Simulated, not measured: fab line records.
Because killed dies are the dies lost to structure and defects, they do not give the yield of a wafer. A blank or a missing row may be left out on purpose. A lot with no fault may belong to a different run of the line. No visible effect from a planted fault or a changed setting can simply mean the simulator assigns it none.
A lot that was struck, set against a sound lot    flow ritCmos    16 out of 202 route steps
Sound: these wafers, L999.1, L999.2, L999.5. Wafers struck: L108.1, L108.3, L108.6. The cause is given at the end.
Per side, at each step with rows, come the tool, then ch with its chambers, and then its first start. Under that, the readings that differ: sound wafers    struck wafers    difference of the means    sigmas: that difference in standard deviations of wafers without a fault.
alike: readings whose means differ by less than 2 such deviations, and words and numbers that are the same on both sides. not compared: withheld readings, readings that some wafer has no value for, bounds like >300 that may hide the same value, and numbers for which the record gives no deviation and whose values overlap.
A row with sigmas, a row that says differs or no value, or rows on one side alone: a step with any of these is where the two part. Numbers that don't overlap but have no deviation are shown without sigmas and don't part them. A reading missing from all wafers of one side parts the sides only when that side holds two or more wafers.

RIT_ACTIVE_BOW_MEAS_00:
  sound on filmMetro-02 at day 2 16:00; struck on filmMetro-02 at day 4 13:00
  alike: INCOMING_BOW
then, 1 step without rows for these wafers: RIT_ACTIVE_OXIDATION_01 (target thk 46.8 nm, ox time 3360 s).
RIT_ACTIVE_THK_MEAS_02:
  sound on filmMetro-01 at day 2 18:50; struck on filmMetro-03 at day 4 15:32
  alike: ACTIVE_OXIDE_THK
then, 1 step without rows for these wafers: RIT_ACTIVE_CVD_03 (deposits Si3N4 from SiH2Cl2/NH3, target thk 150 nm, time 1500 s).
RIT_ACTIVE_THK_MEAS_04:
  sound on filmMetro-02 at day 2 20:19; struck on filmMetro-01 at day 4 17:00
reading                  sound              struck             difference  sigmas
ACTIVE_NITRIDE_THK (nm)  152.3 151.4 152.0  149.0 150.1 147.8  -2.9        -2
then, 1 step without rows for these wafers: RIT_ACTIVE_HMDS_05 (prime time 60 s).
RIT_ACTIVE_COAT_06: resist thk 1000 nm.
  sound on lithoTrack-02 ch 0, day 2 20:31; struck on lithoTrack-01 ch 0, day 4 17:13
reading                                     sound                 struck                difference  sigmas
spinSpeedRpm (rpm)                          3250.2 3252.8 3249.8  2736.5 2738.3 2735.8  -514.1      -99 or more
model.NOVOLAK_of_ACTIVE_COAT_06.thkNm (nm)  1004 1005 1007        1096 1095 1093        +89         
then, 4 steps without rows for these wafers: RIT_ACTIVE_SOFTBAKE_07 (time 60 s); RIT_ACTIVE_EXPOSE_08 (exposes mask M1, target cd 1400 nm); RIT_ACTIVE_PEB_09; RIT_ACTIVE_DEVELOP_10 (develop time 50 s).
RIT_ACTIVE_CD_MEAS_11: target cd 1400 nm.
  sound on cdSem-02 at day 2 21:13; struck on cdSem-02 at day 4 17:55
  alike: cdNm
  not compared: hold
then, 1 step without rows for these wafers: RIT_ACTIVE_HARDBAKE_12 (time 60 s).
RIT_ACTIVE_ETCH_13: etches Si3N4 in SF6, stops on SiO2, time 210 s, target depth 210 nm.
  sound on rieDiel-03 ch 0,1,3, day 2 21:29; struck on rieDiel-01 ch 0,2, day 4 18:11
reading                                     sound              struck             difference  sigmas
model.NOVOLAK_of_ACTIVE_COAT_06.thkNm (nm)  662.4 656.7 653.6  732.8 736.2 730.1  +75.5       
  alike: drypumpMotorCurrentA, oesProductAu, rfFwdPowerW, throttleValvePct
  not compared: rfHoursCounterH, model.ACTIVE.cdNm
RIT_ACTIVE_STRIP_14: strips in O2, time 180 s.
  sound on plasmaAsher-04 ch 0,1, day 2 21:37; struck on plasmaAsher-04 ch 0,1, day 4 18:19
  alike: drypumpMotorCurrentA
  not compared: rfHoursCounterH
-- the record jumps here: 2 days lie between the struck wafers' starts before and after (it left off in module ACTIVE and takes up again in module M1, whose first step shown is number 202 of the route) --
RIT_M1_PROBE_99:
  sound on prober-01 at day 4 21:28; struck on prober-01 at day 6 23:43
  alike: killedAtFrontEnd, killedDies, killedOpen, killedShort

== WHERE THEY PART ==
First at RIT_ACTIVE_THK_MEAS_04; last, within this record, at RIT_ACTIVE_COAT_06. Later steps at which nothing parts them and some readings are alike: RIT_ACTIVE_CD_MEAS_11, RIT_ACTIVE_ETCH_13, RIT_ACTIVE_STRIP_14, RIT_M1_PROBE_99.

WHY: the cause the simulator had injected
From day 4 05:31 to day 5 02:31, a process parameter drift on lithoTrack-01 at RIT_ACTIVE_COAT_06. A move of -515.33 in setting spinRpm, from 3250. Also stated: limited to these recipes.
